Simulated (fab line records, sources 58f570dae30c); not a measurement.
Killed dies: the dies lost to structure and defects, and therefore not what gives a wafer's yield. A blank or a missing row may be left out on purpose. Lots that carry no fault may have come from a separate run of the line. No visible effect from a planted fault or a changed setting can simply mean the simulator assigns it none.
Which tool is to blame? ; flow berkeley cmos170 ; 45 wafers from 15 lots sampled at 4 of the route's 331 steps

== WHAT THE GAUGES SHOWED, per wafer ==
UCB170_CONTACT_THK_MEAS_02. Usual: CONTACT_PSG_THK gives 702 nm (standard deviation 6.2).
lot;measured;on;CONTACT_PSG_THK (nm);flag
L303;day 6 14:14;film metro-02;689 696 695;
L305;day 6 22:53;film metro-03;700 703 696;
L307;day 7 07:11;film metro-03;704 708 705;
L309;day 7 21:13;film metro-04;697 699 695;
L310;day 8 08:00;film metro-03;695 699 699;
L316;day 9 08:01;film metro-03;700 698 700;
L322;day 10 21:02;film metro-04;709 709 701;
L321;day 10 19:38;film metro-03;694 698 701;
L323;day 10 21:01;film metro-03;708 708 708;
L324;day 11 18:13;film metro-04;712 708 713;
L325;day 11 22:32;film metro-03;711 709 709;
L326;day 11 23:54;film metro-03;703 712 709;

UCB170_M2_THK_MEAS_03: measures by xrf. Usual: M2_AL_THK gives 889 nm (standard deviation 13).
lot;measured;on;M2_AL_THK (nm);flag
L303;day 7 04:09;film metro-02;909 886 910;
L305;day 7 08:59;film metro-02;899 901 883;
L307;day 7 20:32;film metro-02;898 881 911;
L309;day 8 09:52;film metro-04;885 890 880;
L310;day 8 19:10;film metro-04;881 869 877;
L316;day 9 23:14;film metro-04;876 876 876;
L322;day 11 07:37;film metro-04;867 873 877;
L321;day 11 07:16;film metro-04;865 892 889;
L323;day 11 07:53;film metro-02;891 899 891;
L324;day 12 05:59;film metro-04;873 890 872;
L325;day 12 14:13;film metro-01;897 877 890;
L326;day 12 14:31;film metro-02;911 893 882;

== TOOL THAT RAN EACH LOT (tool first, then ch and the chambers of the sampled wafers, then the start) ==
lot;UCB170_ACTIVE_PEB_11;UCB170_SPACER_CVD_00
L303;litho track-02 ch 0, day 4 05:50;pecvd-01 ch 0,1,2, day 6 02:53
L305;litho track-04 ch 0, day 4 07:55;pecvd-03 ch 0,1,2, day 6 05:50
L307;litho track-01 ch 0, day 4 14:32;pecvd-04 ch 1,2, day 6 16:42
L309;litho track-01 ch 0, day 5 04:05;pecvd-04 ch 0,2, day 7 10:10
L310;litho track-04 ch 0, day 5 18:13;pecvd-04 ch 0,2, day 7 19:11
L312;litho track-04, day 6 00:17;-
L315;litho track-04, day 6 03:16;-
L314;litho track-04, day 6 03:29;-
L316;litho track-01 ch 0, day 6 15:39;pecvd-01 ch 0,1,2, day 8 19:43
L322;litho track-02 ch 0, day 8 01:33;pecvd-03 ch 0,2, day 10 04:02
L321;litho track-04 ch 0, day 8 01:36;pecvd-01 ch 0,1,2, day 10 03:46
L323;litho track-04 ch 0, day 8 05:20;pecvd-04 ch 0,1, day 10 04:21
L324;litho track-01 ch 0, day 8 17:52;pecvd-01 ch 0,1,2, day 11 03:47
L325;litho track-02 ch 0, day 9 01:25;pecvd-04 ch 0,1, day 11 10:08
L326;litho track-01 ch 0, day 9 04:01;pecvd-04 ch 0,1,2, day 11 10:24
- UCB170_ACTIVE_PEB_11
- UCB170_SPACER_CVD_00: deposits SiO2 from TEOS/O2, target thk 376 nm, time 47 s.

== AS READ BY THE TOOLS THEMSELVES (means over the sampled wafers that have a number; for cases with no such wafer, the mark the record gives instead) ==
UCB170_ACTIVE_PEB_11. Usual: chill plate temp C 22.99 C, standard deviation 0.11; exhaust pa 45.1 Pa, standard deviation 0.87.
lot;tool;chill plate temp C (C);exhaust pa (Pa);flag
L303;litho track-02;23.00;44.5;
L305;litho track-04;23.12;45.2;
L307;litho track-01;23.11;45.4;
L309;litho track-01;22.93;46.4;
L310;litho track-04;22.98;45.9;
L312;litho track-04;-;-;OFF
L315;litho track-04;-;-;OFF
L314;litho track-04;-;-;OFF
L316;litho track-01;22.93;45.2;
L322;litho track-02;22.92;44.6;
L321;litho track-04;23.12;44.7;
L323;litho track-04;22.95;45.2;
L324;litho track-01;23.15;45.4;
L325;litho track-02;22.88;44.5;
L326;litho track-01;22.93;45.5;

UCB170_SPACER_CVD_00. Usual: heater power w 242 W, standard deviation 40; pressure mtorr 9000 mTorr, standard deviation 20.
lot;tool;heater power w (W);pressure mtorr (mTorr);flag
L303;pecvd-01;293;9010;
L305;pecvd-03;246;9013;
L307;pecvd-04;212;9016;
L309;pecvd-04;248;8990;
L310;pecvd-04;201;8977;
L316;pecvd-01;249;9008;
L322;pecvd-03;197;9012;
L321;pecvd-01;274;9018;
L323;pecvd-04;202;9005;
L324;pecvd-01;237;9015;
L325;pecvd-04;220;9011;
L326;pecvd-04;226;9004;

== THE ANSWER, worked out from the rows above alone ==
Rule: lot off if the mean of its wafers having a number is beyond 3 standard deviations from the usual mean. Also off: a lot with no number at a reading for which 4 or more lots have one. All remaining lots with rows at the step are treated as sound. First the gauges in route order, then the tools' own readings, where a lot's mean is used as printed above. The first step at which some lot is off is used, and at that step the reading that is off furthest; a lot without a number counts as furthest.
Off: L312, L315, L314, at UCB170_ACTIVE_PEB_11 (chill plate temp C). Without a number there: L312, L315, L314.
A tool fits if, at that step or a process step before it, it ran every lot that is off, and no sound lot after the first of them. Of those tried, none fits.

== WHAT THE SIMULATOR HAD INSERTED ==
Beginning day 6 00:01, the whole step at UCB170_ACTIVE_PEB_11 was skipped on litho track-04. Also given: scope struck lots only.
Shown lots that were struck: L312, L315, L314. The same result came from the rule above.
